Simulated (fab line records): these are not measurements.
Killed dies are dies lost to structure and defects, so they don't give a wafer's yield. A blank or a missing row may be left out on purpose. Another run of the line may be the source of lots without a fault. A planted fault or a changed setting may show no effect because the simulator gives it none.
Check for tools in common / flow rit cmos / 14 lots, 42 wafers sampled

REASON IT WAS OPENED
At RIT_PSD_TW_MEAS_10 the reading PSD_TW is flagged on 2 of 14 lots. Wafers without a fault read 3427, standard deviation 38.
Rule: a lot is flagged in two cases, either no wafer of it has a number, or all its wafers with numbers fall more than 4 standard deviations from that mean. The rest of the lots are taken to be sound.

lot=L497; measured=day 3 17:56; on=film metro-04; PSD_TW, wafer by wafer=3394 3410 3400; flag=
lot=L499; measured=day 3 23:33; on=film metro-04; PSD_TW, wafer by wafer=3406 3402 3400; flag=
lot=L498; measured=day 3 23:50; on=film metro-01; PSD_TW, wafer by wafer=3380 3386 3395; flag=
lot=L500; measured=day 4 05:25; on=film metro-04; PSD_TW, wafer by wafer=3465 3449 3436; flag=
lot=L501; measured=day 4 08:49; on=film metro-01; PSD_TW, wafer by wafer=3350 3359 3374; flag=
lot=L504; measured=day 4 23:04; on=film metro-04; PSD_TW, wafer by wafer=3442 3443 3431; flag=
lot=L506; measured=day 5 05:00; on=film metro-04; PSD_TW, wafer by wafer=3403 3424 3413; flag=
lot=L509; measured=day 5 17:20; on=film metro-04; PSD_TW, wafer by wafer=3179 3223 3197; flag=FLAGGED
lot=L510; measured=day 5 19:45; on=film metro-04; PSD_TW, wafer by wafer=3192 3193 3182; flag=FLAGGED
lot=L511; measured=day 6 00:47; on=film metro-03; PSD_TW, wafer by wafer=3479 3474 3489; flag=
lot=L512; measured=day 6 05:40; on=film metro-03; PSD_TW, wafer by wafer=3504 3473 3476; flag=
lot=L513; measured=day 6 10:47; on=film metro-03; PSD_TW, wafer by wafer=3489 3494 3474; flag=
lot=L518; measured=day 7 15:10; on=film metro-03; PSD_TW, wafer by wafer=3487 3475 3464; flag=
lot=L520; measured=day 8 00:19; on=film metro-04; PSD_TW, wafer by wafer=3425 3402 3424; flag=
The mean of the flagged lots' numbers is 3194, -233 from the usual (-6 standard deviations).

LOT BY LOT: THE TOOL USED
The record holds 1 process step before the reading, out of a route of 202 steps. Cell contents, in order: the tool; ch with the chambers the sampled wafers went through; the start.
lot=L497; flag=; RIT_PSD_IMPLANT_08=implanter-01 ch 0, day 3 17:38
lot=L499; flag=; RIT_PSD_IMPLANT_08=implanter-01 ch 0, day 3 23:14
lot=L498; flag=; RIT_PSD_IMPLANT_08=implanter-04 ch 0, day 3 23:31
lot=L500; flag=; RIT_PSD_IMPLANT_08=implanter-02 ch 0, day 4 05:05
lot=L501; flag=; RIT_PSD_IMPLANT_08=implanter-02 ch 0, day 4 08:29
lot=L504; flag=; RIT_PSD_IMPLANT_08=implanter-01 ch 0, day 4 22:46
lot=L506; flag=; RIT_PSD_IMPLANT_08=implanter-01 ch 0, day 5 04:41
lot=L509; flag=FLAGGED; RIT_PSD_IMPLANT_08=implanter-02 ch 0, day 5 17:02
lot=L510; flag=FLAGGED; RIT_PSD_IMPLANT_08=implanter-02 ch 0, day 5 19:26
lot=L511; flag=; RIT_PSD_IMPLANT_08=implanter-01 ch 0, day 6 00:28
lot=L512; flag=; RIT_PSD_IMPLANT_08=implanter-01 ch 0, day 6 05:21
lot=L513; flag=; RIT_PSD_IMPLANT_08=implanter-04 ch 0, day 6 10:28
lot=L518; flag=; RIT_PSD_IMPLANT_08=implanter-04 ch 0, day 7 14:53
lot=L520; flag=; RIT_PSD_IMPLANT_08=implanter-04 ch 0, day 8 00:00
These steps, and what they do:
- RIT_PSD_IMPLANT_08
- RIT_PSD_TW_MEAS_10

FLAGGED OVER TOTAL, TOOL BY TOOL (the gauges that took the reading come last)
step=RIT_PSD_IMPLANT_08; tool=implanter-01; lots run=6; flagged=0; share of the flagged lots=none; sound lots run after its first flagged lot=-
step=RIT_PSD_IMPLANT_08; tool=implanter-02; lots run=4; flagged=2; share of the flagged lots=all; sound lots run after its first flagged lot=0
step=RIT_PSD_IMPLANT_08; tool=implanter-04; lots run=4; flagged=0; share of the flagged lots=none; sound lots run after its first flagged lot=-
step=RIT_PSD_TW_MEAS_10; tool=film metro-01; lots run=2; flagged=0; share of the flagged lots=none; sound lots run after its first flagged lot=-
step=RIT_PSD_TW_MEAS_10; tool=film metro-03; lots run=4; flagged=0; share of the flagged lots=none; sound lots run after its first flagged lot=-
step=RIT_PSD_TW_MEAS_10; tool=film metro-04; lots run=8; flagged=2; share of the flagged lots=all; sound lots run after its first flagged lot=1 (L520)

THE TABLE: WHAT IT ALLOWS
In 2 table rows, all flagged lots were run: implanter-02 (RIT_PSD_IMPLANT_08), film metro-04 (RIT_PSD_TW_MEAS_10).
- implanter-02 at RIT_PSD_IMPLANT_08 ran 4 lots, 2 of them flagged. Last sound lot L501 at day 4 08:29, first flagged lot L509 at day 5 17:02; a fault beginning in between fits. Its own readings lie more than 4 standard deviations out on every wafer of the flagged lots: dose ions cm2.
- film metro-04 at RIT_PSD_TW_MEAS_10 ran 8 lots, 2 of them flagged. After the first flagged lot (L520), sound lots still ran on it; a lasting fault on the whole tool would not permit that.
What remains is a single tool, implanter-02 at RIT_PSD_IMPLANT_08.

WHAT HAD BEEN PUT IN BY THE SIMULATOR
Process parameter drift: implanter-02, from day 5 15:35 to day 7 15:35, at RIT_PSD_IMPLANT_08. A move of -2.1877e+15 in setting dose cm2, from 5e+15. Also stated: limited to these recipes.
Lots struck among those shown: L509, L510. The rule given above showed the same thing.
